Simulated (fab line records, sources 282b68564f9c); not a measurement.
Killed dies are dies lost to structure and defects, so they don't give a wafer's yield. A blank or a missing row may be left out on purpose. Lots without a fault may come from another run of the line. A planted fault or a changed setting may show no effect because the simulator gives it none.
Which tool did it? | flow rit_cmos | 7 lots, 21 wafers sampled, at 2 steps of a route of 202

WHAT THE GAUGES READ, wafer by wafer
RIT_REOX_THK_MEAS_04.
lot  | measured    | on            | REOX_OXIDE_THK (nm)
L916 | day 3 01:49 | film_metro-04 | 24.5 24.8 24.7
L918 | day 3 07:55 | film_metro-01 | 24.9 25.4 25.1
L922 | day 4 03:50 | film_metro-02 | 25.8 25.4 26.0
L925 | day 4 19:58 | film_metro-04 | 25.4 24.7 24.8
L932 | day 6 06:13 | film_metro-04 | 28.8 29.0 29.0
L934 | day 6 18:16 | film_metro-01 | 25.7 25.4 25.2
L936 | day 7 02:15 | film_metro-01 | 25.0 25.1 24.8

WHICH TOOL RAN EACH LOT (tool, then ch and the chambers of the sampled wafers, then the start)
lot  | RIT_REOX_OXIDATION_03
L916 | furnace-01 ch 0, day 2 23:14
L918 | furnace-04 ch 0, day 3 05:22
L922 | furnace-04 ch 0, day 4 01:17
L925 | furnace-02 ch 0, day 4 17:25
L932 | furnace-01 ch 0, day 6 03:40
L934 | furnace-02 ch 0, day 6 15:43
L936 | furnace-02 ch 0, day 6 23:42
- RIT_REOX_OXIDATION_03: target thk 25.2 nm, ox time 5580 s.

THE ANSWER, worked out from the rows above alone
Rule: what is usual is taken from the lots themselves. Put in order of their means at a reading, lots are off if they are a third of the lots or fewer, leave a main group of 4 or more, and stand apart from it by a gap of 3 or more times the standard deviation of the main group's means; of several such gaps the widest counts. A main group whose means are all the same, to the digits that the tables above print for the reading, isn't used. A lot without any number at a reading at which 4 lots or more have one is off too. The other lots that the step has rows for count as sound.
Off: L932, at RIT_REOX_THK_MEAS_04 (REOX_OXIDE_THK). The main group: mean 25.1 nm, standard deviation 0.35.
A tool fits if, at a process step before that reading, it ran every lot that is off, and no sound lot after the first of them. The gauges at RIT_REOX_THK_MEAS_04 are tried like those tools. Can't be told from this: 2 tools fit, furnace-01 at RIT_REOX_OXIDATION_03, film_metro-04 at RIT_REOX_THK_MEAS_04.

WHAT THE SIMULATOR HAD PUT IN
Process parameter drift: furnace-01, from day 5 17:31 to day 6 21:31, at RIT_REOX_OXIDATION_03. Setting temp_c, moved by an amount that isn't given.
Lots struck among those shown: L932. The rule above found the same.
